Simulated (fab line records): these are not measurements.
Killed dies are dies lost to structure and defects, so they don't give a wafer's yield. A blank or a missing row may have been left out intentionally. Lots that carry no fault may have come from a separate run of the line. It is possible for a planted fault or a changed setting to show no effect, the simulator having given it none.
What tool caused it? | flow ritCmos | 42 wafers from 14 lots sampled at 2 of the route's 202 steps

WHAT THE GAUGES SHOWED, per wafer
RIT_NRETRO_TW_MEAS_10. Usual: NRETRO_TW gives 1065 (standard deviation 5.6).
lot  | measured    | on           | NRETRO_TW                     | flag
L111 | day 2 14:23 | filmMetro-01 | 1062 1070 1063                | 
L112 | day 2 17:44 | filmMetro-02 | 1061 1060 1053                | 
L113 | day 2 22:33 | filmMetro-02 | 1058 1065 1065                | 
L114 | day 3 02:32 | filmMetro-04 | 1065 1070 1074                | 
L116 | day 3 13:51 | filmMetro-04 | 1071 1068 1066                | 
L117 | day 3 18:55 | filmMetro-01 | 1062 1062 1063                | 
L119 | day 4 03:13 | filmMetro-04 | 1075 1074 1074                | 
L120 | day 4 08:26 | filmMetro-04 | 1075 1071 1077                | 
L121 | day 4 17:22 | filmMetro-02 | 1070 1062 1070                | 
L122 | day 5 00:29 | filmMetro-02 | 1327 1328 1325 1329 1317 1326 | OFF
L123 | day 5 04:37 | filmMetro-02 | 1053 1056 1057                | 
L124 | day 5 12:20 | filmMetro-02 | 1060 1058 1062                | 
L127 | day 6 05:49 | filmMetro-01 | 1339 1336 1333 1336 1339 1333 | OFF
L134 | day 7 06:20 | filmMetro-01 | 1056 1066 1067                | 

WHAT TOOL EACH LOT RAN ON (gives the tool, then ch and the chambers of the sampled wafers, and finally the start)
lot  | RIT_NRETRO_IMPLANT_08
L111 | implanter-03 ch 0, day 2 14:05
L112 | implanter-04 ch 0, day 2 17:24
L113 | implanter-02 ch 0, day 2 22:13
L114 | implanter-03 ch 0, day 3 02:15
L116 | implanter-03 ch 0, day 3 13:33
L117 | implanter-02 ch 0, day 3 18:36
L119 | implanter-04 ch 0, day 4 02:55
L120 | implanter-02 ch 0, day 4 08:09
L121 | implanter-04 ch 0, day 4 17:02
L122 | implanter-02 ch 0, day 4 23:49
L123 | implanter-03 ch 0, day 5 04:18
L124 | implanter-03 ch 0, day 5 12:01
L127 | implanter-02 ch 0, day 6 05:11
L134 | implanter-04 ch 0, day 7 06:02
- RIT_NRETRO_IMPLANT_08

WHAT THE TOOLS THEMSELVES READ (means of the sampled wafers that have a number; where no wafer has one, the mark that the record gives instead)
RIT_NRETRO_IMPLANT_08. Usual: beamOnS 10.01 s, standard deviation 0.2; tiltDeg 6.995 degrees, standard deviation 0.017.
lot  | tool         | beamOnS (s) | tiltDeg (degrees) | flag
L111 | implanter-03 | 10.03       | 6.981             | 
L112 | implanter-04 | 9.95        | 6.974             | 
L113 | implanter-02 | 9.86        | 6.992             | 
L114 | implanter-03 | 9.98        | 7.016             | 
L116 | implanter-03 | 9.92        | 6.979             | 
L117 | implanter-02 | 10.05       | 7.004             | 
L119 | implanter-04 | 9.88        | 7.032             | 
L120 | implanter-02 | 10.07       | 7.009             | 
L121 | implanter-04 | 10.11       | 6.982             | 
L122 | implanter-02 | 10.09       | 7.002             | 
L123 | implanter-03 | 10.03       | 6.982             | 
L124 | implanter-03 | 9.96        | 7.006             | 
L127 | implanter-02 | 10.04       | 6.992             | 
L134 | implanter-04 | 9.87        | 6.985             | 

THE ANSWER, worked out from the rows above alone
Rule: lot off if the mean of its wafers having a number is beyond 3 standard deviations from the usual mean. Also off: a lot with no number at a reading for which 4 or more lots have one. The other lots that the step has rows for count as sound. The gauges are gone through in route order, then the tools' own readings, and for those a lot's mean is taken as printed above. The first step at which some lot is off is used, and at that step the reading that is off furthest; a lot without a number counts as furthest.
Off: L122, L127, at RIT_NRETRO_TW_MEAS_10 (NRETRO_TW).
If a tool, at a process step before that reading, ran all the lots that are off and no sound lot after the first of them, it fits. The gauges at RIT_NRETRO_TW_MEAS_10 are tried like those tools. One fits: RIT_NRETRO_IMPLANT_08 on implanter-02. A fault onset in the window from L120 (day 4 08:09, its last sound lot) to L122 (day 4 23:49, its first lot off) fits.

WHAT THE SIMULATOR PUT IN
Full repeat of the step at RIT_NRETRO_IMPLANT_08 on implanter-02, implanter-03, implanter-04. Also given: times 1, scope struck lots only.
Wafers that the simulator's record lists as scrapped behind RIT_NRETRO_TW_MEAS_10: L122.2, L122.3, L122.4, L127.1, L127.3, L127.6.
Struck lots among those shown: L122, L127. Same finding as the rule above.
